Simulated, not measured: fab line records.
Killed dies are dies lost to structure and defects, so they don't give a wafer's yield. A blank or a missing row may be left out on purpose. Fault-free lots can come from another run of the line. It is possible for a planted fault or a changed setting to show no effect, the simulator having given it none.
fab line records ; flow berkeley-cmos170
[record] lots = 14; wafers = 42; last-day = 13
route steps=331 shown WELLDRIVE@56
lots that met no fault: taken from a fault-free run of the same line
start-h: hours from the record's first day to the start of the lot's first wafer shown ; wait-h: hours elapsed since this lot's preceding step ; " unchanged from the row above ; L1.1+2: a row that stands for several wafers ; - no value present, or no start provided ; * or withheld: withheld ; < > ~ a bound
route shown NAME@n: a module of which the file shows steps, and the number in the route of the first ; usual: mean and standard deviation over wafers with no fault ; same: alike in all rows ; chamber/n: place in a boat ; sites: the reading at each site ; _std_site: standard deviation across them ; _edge_site: the outer-site mean with the inner-site mean subtracted ; radius-mm: how far each site lies from the wafer's centre ; mask NAME#n: copy n ; behind: the last tool/chamber to shape the wafer ; hold: cause of the lot's hold/its duration in hours/its outcome ; device: the transistor (n, p or np) that didn't switch ; end of line: the tests these same wafers got at the end of their route ; a step given without rows: its recipe and nothing more ; killed: count of dies lost to structure and defects at first sort (not the wafer's yield) ; map: per-die view of a wafer (x killed, . not killed, _ where there is no die)
set.NAME: the setting the step ran with; set.NAME@STEP: the setting that earlier step ran with ; model.NAME: the simulator's own value behind a step, which no gauge read
route steps across a sampled set of lots; one table per step, one row per wafer
services: the hour from which a tool's chamber was out of use, counted from the record's first day as start-h (under 0 if before that day), plus the number of hours and why
[[steps]]
[step UCB170_WELLDRIVE_OXIDATION_01]
[recipe] temp-c = 1100; ambient = O2; target-thk-a = 1990; ox-time-s = 9000
[usual] tube-center-temp-C = 1100.0/0.11
lot.wafer;tool;chamber;start-h;wait-h;tube-center-temp-C
L716.2;furnace-02;0;68.68;2.8;1100.0
L716.5;furnace-02;0;68.68;2.8;1099.8
L716.6;furnace-02;0;68.68;2.8;1099.9
L717.1;furnace-02;0;68.68;2.8;1100.0
L717.3;furnace-02;0;68.68;2.8;1100.2
L717.5;furnace-02;0;68.68;2.8;1100.0
L719.1;furnace-01;0;81.22;2.6;1100.0
L719.2;furnace-01;0;81.22;2.6;1099.9
L719.6;furnace-01;0;81.22;2.6;1100.0
L718.3;furnace-02;0;85.13;3.5;1100.0
L718.4;furnace-02;0;85.13;3.5;1099.9
L718.6;furnace-02;0;85.13;3.5;1099.9
L720.1;furnace-02;0;95.63;4.8;1099.9
L720.2;furnace-02;0;95.63;4.8;1100.0
L720.6;furnace-02;0;95.63;4.8;1099.9
L721.1;furnace-02;0;95.63;0.6;1100.0
L721.2;furnace-02;0;95.63;0.6;1099.9
L721.3;furnace-02;0;95.63;0.6;1100.1
L723.2;furnace-04;0;105.20;2.6;1100.0
L723.3;furnace-04;0;105.20;2.6;1100.0
L723.5;furnace-04;0;105.20;2.6;1099.9
L726.1;furnace-02;0;124.68;3.9;1100.1
L726.2;furnace-02;0;124.68;3.9;1100.2
L726.4;furnace-02;0;124.68;3.9;1100.1
L727.3;furnace-02;0;124.68;3.2;1100.1
L727.4;furnace-02;0;124.68;3.2;1100.1
L727.5;furnace-02;0;124.68;3.2;1100.0
L733.1;furnace-01;0;164.59;2.2;1100.0
L733.2;furnace-01;0;164.59;2.2;1100.0
L733.4;furnace-01;0;164.59;2.2;1100.1
L734.1;furnace-01;0;164.59;2.5;1100.0
L734.2;furnace-01;0;164.59;2.5;1100.0
L734.3;furnace-01;0;164.59;2.5;1099.9
L735.1;furnace-01;0;179.69;6.8;1100.1
L735.2;furnace-01;0;179.69;6.8;1100.2
L735.4;furnace-01;0;179.69;6.8;1099.9
L736.4;furnace-01;0;179.69;6.8;1100.1
L736.5;furnace-01;0;179.69;6.8;1100.0
L736.6;furnace-01;0;179.69;6.8;1100.0
L737.1;furnace-01;0;179.69;1.8;1100.0
L737.3;furnace-01;0;179.69;1.8;1100.1
L737.4;furnace-01;0;179.69;1.8;1100.1
[step UCB170_WELLDRIVE_THK_MEAS_02]
[recipe] reads = SiO2_of_WELLDRIVE_OXIDATION_01
[usual] WELLDRIVE_OXIDE_THK = 199/3.9
lot.wafer;tool;chamber;start-h;wait-h;WELLDRIVE_OXIDE_THK[nm]
L717.1;film-metro-01;-;72.18;0.0;194
L717.3;film-metro-01;-;72.18;0.0;197
L717.5;film-metro-01;-;72.18;0.0;195
L716.2;film-metro-03;-;72.19;0.0;202
L716.5;film-metro-03;-;72.19;0.0;203
L716.6;film-metro-03;-;72.19;0.0;203
L719.1;film-metro-03;-;84.72;0.0;194
L719.2;film-metro-03;-;84.72;0.0;190
L719.6;film-metro-03;-;84.72;0.0;196
L718.3;film-metro-01;-;88.65;0.0;195
L718.4;film-metro-01;-;88.65;0.0;197
L718.6;film-metro-01;-;88.65;0.0;198
L721.1;film-metro-03;-;99.18;0.0;202
L721.2;film-metro-03;-;99.18;0.0;203
L721.3;film-metro-03;-;99.18;0.0;202
L720.1;film-metro-01;-;99.20;0.1;197
L720.2;film-metro-01;-;99.20;0.1;202
L720.6;film-metro-01;-;99.20;0.1;202
L723.2;film-metro-03;-;108.71;0.0;198
L723.3;film-metro-03;-;108.71;0.0;198
L723.5;film-metro-03;-;108.71;0.0;199
L726.1;film-metro-01;-;128.18;0.0;142
L726.2;film-metro-01;-;128.18;0.0;141
L726.4;film-metro-01;-;128.18;0.0;143
L727.3;film-metro-04;-;128.20;0.0;150
L727.4;film-metro-04;-;128.20;0.0;149
L727.5;film-metro-04;-;128.20;0.0;150
L733.1;film-metro-01;-;168.09;0.0;204
L733.2;film-metro-01;-;168.09;0.0;198
L733.4;film-metro-01;-;168.09;0.0;202
L734.1;film-metro-03;-;168.09;0.0;202
L734.2;film-metro-03;-;168.09;0.0;201
L734.3;film-metro-03;-;168.09;0.0;204
L735.1;film-metro-01;-;183.19;0.0;193
L735.2;film-metro-01;-;183.19;0.0;193
L735.4;film-metro-01;-;183.19;0.0;192
L737.1;film-metro-04;-;183.19;0.0;201
L737.3;film-metro-04;-;183.19;0.0;202
L737.4;film-metro-04;-;183.19;0.0;199
L736.4;film-metro-01;-;183.28;0.1;198
L736.5;film-metro-01;-;183.28;0.1;196
L736.6;film-metro-01;-;183.28;0.1;200
[[services]]
tool;chamber;start-h;hours;kind
furnace-02;-;128.18;3.8;pm
[[key]]
[first-sign] step = UCB170_WELLDRIVE_THK_MEAS_02; reading = WELLDRIVE_OXIDE_THK; direction = down; sigmas = 13; usual = 199; struck = 146
effect none on later readings
met-at UCB170_WELLDRIVE_OXIDATION_01
struck-lots L726,L727
tester-left-out L726,L727
onset-between 95.63 124.68
[fault] kind = process-parameter-drift; tool = furnace-02; chamber = -; onset-h = 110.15; steps = UCB170_WELLDRIVE_OXIDATION_01; channel = ox-time-s; offset = *; shape = step; end-h = 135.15; acts-in = *; stated = *
// tester-left-out: of these lots the tester's yield and bins aren't shown, on N5 and GAA mostly nor the transistor test; their killed dies are dies lost to structure and defects alone, not to doping, threshold or leakage, so they don't give the yield
